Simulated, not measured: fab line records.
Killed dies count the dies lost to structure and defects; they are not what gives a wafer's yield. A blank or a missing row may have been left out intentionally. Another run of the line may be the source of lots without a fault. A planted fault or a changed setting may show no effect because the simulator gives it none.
The tool behind it: which one?    flow berkeley cmos170    7 lots (21 wafers sampled), 1 step of a 331-step route

## WHAT THE GAUGES READ, wafer by wafer
UCB170_NVT_OVL_MEAS_06.
lot   measured      on          NVT_OVL (nm)
L676  day 6 16:24   overlay-01  -4 4 -2
L679  day 7 23:37   overlay-02  5 8 2
L687  day 9 00:06   overlay-02  -4 -8 -6
L690  day 10 13:18  overlay-02  3 8 -4
L693  day 10 22:53  overlay-01  2 1 4
L691  day 10 23:01  overlay-01  1 5 4
L696  day 11 11:23  overlay-02  -1 -4 0

## WHAT TOOL EACH LOT RAN ON (gives the tool, then ch and the chambers of the sampled wafers, and finally the start)
The record holds no process step before these readings.

## THE ANSWER, worked out from the rows above alone
Rule: the lots themselves supply what counts as usual. Put in order of their means at a reading, lots are off if they are a third of the lots or fewer, leave a main group of 4 or more, and stand apart from it by a gap of 3 or more times the standard deviation of the main group's means; of several such gaps the widest counts. The tables above print the reading to a certain number of digits; a main group whose means all agree to those digits is not used. Also off: a lot with no number at a reading for which 4 or more lots have one. The other lots that the step has rows for count as sound.
Nothing can be told from this: no lot is off at any reading shown.

## WHAT THE SIMULATOR PUT IN
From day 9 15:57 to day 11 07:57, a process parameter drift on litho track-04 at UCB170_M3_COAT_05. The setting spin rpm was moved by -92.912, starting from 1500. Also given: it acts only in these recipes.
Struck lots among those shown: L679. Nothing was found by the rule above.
